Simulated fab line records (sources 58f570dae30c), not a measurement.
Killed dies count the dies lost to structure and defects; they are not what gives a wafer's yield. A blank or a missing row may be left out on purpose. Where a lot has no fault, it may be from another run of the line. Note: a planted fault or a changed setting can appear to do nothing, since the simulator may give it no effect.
Shared-tool check    flow berkeley_cmos170    14 lots and 48 wafers in the sample

## WHY THIS WAS OPENED
At UCB170_NWELL_TW_MEAS_16 the reading NWELL_TW is flagged on 2 of 14 lots. No-fault wafers: 1240, standard deviation 11.
Rule: a lot is flagged when every wafer of it that has a number lies more than 4 standard deviations from that mean, or none has a number. The rest of the lots are taken to be sound.

lot   measured     on             NWELL_TW, wafer by wafer       flag
L647  day 2 13:28  film_metro-04  1232 1232 1227                 
L648  day 3 00:14  film_metro-04  1230 1228 1229                 
L650  day 3 08:42  film_metro-04  1228 1232 1224                 
L651  day 3 18:01  film_metro-01  1256 1248 1251                 
L652  day 3 18:16  film_metro-04  1232 1226 1227                 
L655  day 4 05:11  film_metro-01  1450 1448 1446 1450 1451 1452  FLAGGED
L657  day 4 16:44  film_metro-04  1433 1431 1430 1443 1434 1442  FLAGGED
L660  day 5 08:40  film_metro-03  1253 1250 1256                 
L661  day 5 17:43  film_metro-04  1229 1239 1229                 
L662  day 5 23:57  film_metro-03  1250 1253 1251                 
L664  day 6 07:35  film_metro-04  1226 1226 1226                 
L666  day 6 17:16  film_metro-01  1255 1253 1251                 
L668  day 7 00:11  film_metro-03  1250 1261 1261                 
L667  day 7 00:40  film_metro-04  1231 1237 1237                 
Average over the flagged lots: 1442; offset from the usual +202, equal to +18 standard deviations.

## WHICH TOOL RAN EACH LOT
Before the reading, the record contains 2 process steps out of a 331-step route. Cell contents, in order: the tool; ch with the chambers the sampled wafers went through; the start.
lot   flag     UCB170_NWELL_IMPLANT_14         UCB170_NWELL_STRIP_15
L647           implanter-02 ch 0, day 2 13:13  plasma_asher-01 ch 0,1, day 2 13:22
L648           implanter-02 ch 0, day 2 23:59  plasma_asher-01 ch 0,1, day 3 00:08
L650           implanter-04 ch 0, day 3 08:27  plasma_asher-02 ch 1, day 3 08:36
L651           implanter-02 ch 0, day 3 17:46  plasma_asher-01 ch 0,1, day 3 17:55
L652           implanter-04 ch 0, day 3 18:01  plasma_asher-01 ch 0, day 3 18:10
L655  FLAGGED  implanter-04 ch 0, day 4 04:56  plasma_asher-02 ch 0,1, day 4 05:05
L657  FLAGGED  implanter-04 ch 0, day 4 16:31  plasma_asher-02 ch 0,1, day 4 16:38
L660           implanter-03 ch 0, day 5 08:25  plasma_asher-01 ch 0,1, day 5 08:34
L661           implanter-02 ch 0, day 5 17:29  plasma_asher-02 ch 1, day 5 17:36
L662           implanter-03 ch 0, day 5 23:43  plasma_asher-04 ch 0,1, day 5 23:50
L664           implanter-03 ch 0, day 6 07:20  plasma_asher-02 ch 0,1, day 6 07:29
L666           implanter-03 ch 0, day 6 17:02  plasma_asher-04 ch 0,1, day 6 17:09
L668           implanter-04 ch 0, day 6 23:56  plasma_asher-02 ch 0,1, day 7 00:05
L667           implanter-03 ch 0, day 7 00:26  plasma_asher-02 ch 0,1, day 7 00:35
What the steps here do:
- UCB170_NWELL_IMPLANT_14
- UCB170_NWELL_STRIP_15: strips in O2.
- UCB170_NWELL_TW_MEAS_16

## FLAGGED AGAINST TOTAL, ONE TOOL AT A TIME (gauges that did the reading follow at the end)
step                     tool             lots run  flagged  share of the flagged lots  sound lots run after its first flagged lot
UCB170_NWELL_IMPLANT_14  implanter-02     4         0        none                       -
UCB170_NWELL_IMPLANT_14  implanter-03     5         0        none                       -
UCB170_NWELL_IMPLANT_14  implanter-04     5         2        all                        1 (L668)
UCB170_NWELL_STRIP_15    plasma_asher-01  5         0        none                       -
UCB170_NWELL_STRIP_15    plasma_asher-02  7         2        all                        4 (L661,L664,L668,L667)
UCB170_NWELL_STRIP_15    plasma_asher-04  2         0        none                       -
UCB170_NWELL_TW_MEAS_16  film_metro-01    3         1        some                       1 (L666)
UCB170_NWELL_TW_MEAS_16  film_metro-03    3         0        none                       -
UCB170_NWELL_TW_MEAS_16  film_metro-04    8         1        some                       3 (L661,L664,L667)

## THE TABLE: WHAT IT ALLOWS
Rows of the table that ran all the flagged lots, 2 in number: implanter-04 at UCB170_NWELL_IMPLANT_14; plasma_asher-02 at UCB170_NWELL_STRIP_15.
- implanter-04 at UCB170_NWELL_IMPLANT_14 ran 5 lots, 2 of them flagged. Lots that were sound ran on it after the first flagged one (L668); a persistent fault on the entire tool would not allow that. Its own readings (dose_ions_cm2, faraday_current_uA) fall more than 4 standard deviations out on all wafers of the flagged lots.
- plasma_asher-02 at UCB170_NWELL_STRIP_15 ran 7 lots, 2 of them flagged. Lots that were sound ran on it after the first flagged one (L661, L664, L668, L667); a persistent fault on the entire tool would not allow that.
None of the table's rows ran every flagged lot and, after the first, no sound lot.

## WHAT HAD BEEN PUT IN BY THE SIMULATOR
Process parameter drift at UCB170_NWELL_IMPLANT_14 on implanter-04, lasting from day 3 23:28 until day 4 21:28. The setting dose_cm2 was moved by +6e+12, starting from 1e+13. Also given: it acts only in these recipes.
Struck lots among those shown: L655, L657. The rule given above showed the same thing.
